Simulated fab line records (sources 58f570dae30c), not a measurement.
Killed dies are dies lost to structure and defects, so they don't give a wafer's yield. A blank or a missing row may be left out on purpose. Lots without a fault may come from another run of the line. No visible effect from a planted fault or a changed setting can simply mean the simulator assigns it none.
Code-filled problem report in 8D (eight disciplines) form + flow berkeley-cmos170 + the parts of the form that need people (team, actions taken, sign-off) are left out

1. THE PROBLEM
At UCB170_PVT_DEVELOP_05, developer-temp-C averages 20.20 C over 6 wafers from 2 lots, while fault-free wafers read 21.03 C, standard deviation 0.1. Relative to the usual mean, that is a shift of -8.4 standard deviations.
The step: develop time 45 s.
First observed at day 8 16:00: wafer L489.1, on litho-track-01. The record has a number at this step for 42 wafers belonging to 14 lots. By rule, "out" or "out of limits" means more than 4 standard deviations away from the usual mean. Any other wafer with a number is counted as sound.

2. WHAT IT IS, WHAT IT ISN'T
| question                    | is                     | is not                                                                                 |
|-----------------------------|------------------------|----------------------------------------------------------------------------------------|
| which readings at this step | developer-temp-C       | -                                                                                      |
| which lots                  | L489, L492             | L476, L477, L478, L481, L482, L483, L484, L487, L494, L497, L498, L499                 |
| which wafers of those lots  | all that have a number | -                                                                                      |
| read on which tools         | litho-track-01         | litho-track-02, litho-track-03                                                         |
| when                        | from day 8 16:00       | up to then (24 sound wafers); but 12 sound wafers of L494, L497, L498, L499 came after |

3. SUSPECTS, AND WHAT RULES EACH OUT
Counting: a tool stays on the suspect list if, at a process step up to the reading, it processed all lots that are out and no sound lot following the first of them.
- litho-track-01 at UCB170_PVT_DEVELOP_05 (develop time 45 s): kept. It ran every lot that is out, first L489 (day 8 16:00), and no sound lot after that; its last sound lot up to then is L487 (day 8 07:00). Its own developer-temp-C readings are out on those wafers.
Remaining after the count: litho-track-01 at UCB170_PVT_DEVELOP_05.

4. THE CAUSE (what the simulator had put in)
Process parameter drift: litho-track-01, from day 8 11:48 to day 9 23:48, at UCB170_PVT_DEVELOP_05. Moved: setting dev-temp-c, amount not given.
Counting left only this tool.

5. THE CHAIN OF EFFECTS, in route order
One row per reading whose mean, taken over the struck wafers that have a number, lies over 3 standard deviations from the usual. Only readings for which the record gives a usual standard deviation are gone through. hours: the time from each lot's start at the first step in this table that gives one to its start at this step, as a median over the lots. sigmas: the change in usual standard deviations.
| hours | step                  | reading          | usual   | on struck wafers | change | sigmas |
|-------|-----------------------|------------------|---------|------------------|--------|--------|
| 0     | UCB170_PVT_DEVELOP_05 | developer-temp-C | 21.03 C | 20.20            | -0.84  | -8.4   |
It contains these process steps:
- UCB170_PVT_DEVELOP_05: develop time 45 s.
Later measuring or inspecting steps at which every struck wafer that the step has a row for has a number for every such reading, and none has moved that far: UCB170_PSD_CD_MEAS_06.

6. WHAT WOULD HAVE CAUGHT IT SOONER
4 hours passed between the start of the fault at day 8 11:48 and the first reading out of limits in this record, taken at day 8 16:00.
